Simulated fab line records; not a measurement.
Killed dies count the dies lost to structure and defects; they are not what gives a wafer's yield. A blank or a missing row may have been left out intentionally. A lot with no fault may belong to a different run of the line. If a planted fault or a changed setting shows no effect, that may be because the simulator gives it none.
Code-filled problem report in 8D (eight disciplines) form | flow berkeley cmos170 | the parts of the form that need people (team, actions taken, sign-off) are left out

1. WHAT WENT WRONG
Wafers free of any fault read 0.0487 ohm/sq (standard deviation 0.00074) for M1_AL_RS at UCB170_M1_RS_MEAS_01, against a mean of 0.0539 ohm/sq on 6 wafers of 2 lots. Relative to the usual mean, that is a shift of +7.0 standard deviations.
The step: measures by four-point-probe.
The first sign was on wafer L795.1 at day 10 01:43, on film metro-04. The record holds 42 wafers of 14 lots with a number at this step. The rule behind "out" and "out of limits": a value lying over 4 standard deviations away from the usual mean. All remaining wafers that have a number are taken as sound.

2. WHAT IT IS, AND WHAT IT ISN'T
question                    | is                     | is not
which readings at this step | M1_AL_RS               | -
which lots                  | L795, L798             | L781, L783, L784, L785, L786, L787, L788, L789, L790, L791, L792, L793
which wafers of those lots  | all that have a number | -
read on which gauges        | film metro-04          | film metro-02, film metro-03
when                        | from day 10 01:43      | up to then (36 sound wafers)

3. SUSPECTS, AND WHAT RULES EACH OUT
Counting: a tool at any process step up to the reading remains a suspect when it ran all the lots that are out and ran no sound lot after the first of those.
- the gauge at UCB170_M1_RS_MEAS_01: kept. All the wafers that are out were read on film metro-04, and no step on other tools shows them out.
- pvd sputter-01 at UCB170_M1_SPUTTER_00 (material Al, target thk 600 nm, time 80 s): kept. It ran every lot that is out, first L795 (day 10 01:39), and no sound lot after that; its last sound lot up to then is L793 (day 9 07:27).
What counting leaves: pvd sputter-01 at UCB170_M1_SPUTTER_00 and film metro-04 at UCB170_M1_RS_MEAS_01.

4. THE CAUSE (what the simulator had put in)
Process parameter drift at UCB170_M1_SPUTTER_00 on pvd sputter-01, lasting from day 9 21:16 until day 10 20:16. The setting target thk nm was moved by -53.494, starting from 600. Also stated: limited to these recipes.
After counting, 2 suspects remain, this tool included.

5. THE CHAIN OF EFFECTS, in route order
Each row: a reading where the mean over the struck wafers with a number is more than 3 standard deviations away from the usual. Only readings for which the record gives a usual standard deviation are gone through. hours: the time from each lot's start at the first step in this table that gives one to its start at this step, as a median over the lots. sigmas: the change in usual standard deviations.
hours | step                  | reading   | usual         | on struck wafers | change  | sigmas
0     | UCB170_M1_RS_MEAS_01  | M1_AL_RS  | 0.0487 ohm/sq | 0.0539           | +0.0052 | +7.0
0     | UCB170_M1_THK_MEAS_02 | M1_AL_THK | 599 nm        | 542              | -57     | -6.5

6. HOW IT WOULD HAVE BEEN CAUGHT EARLIER
Counted from the fault's start at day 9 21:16, it took 4 hours until the first out-of-limits reading at a measuring or inspecting step in this record, taken at day 10 01:43.
An alarm limit of 4 standard deviations would not have fired on the tool readings at UCB170_M1_SPUTTER_00 for which the record gives a usual standard deviation, since none of them was out on any struck wafer.
Among the 2 lots that are out, L798 began UCB170_M1_SPUTTER_00 on pvd sputter-01 after day 10 01:43. Holding the tool at that time would have saved it.
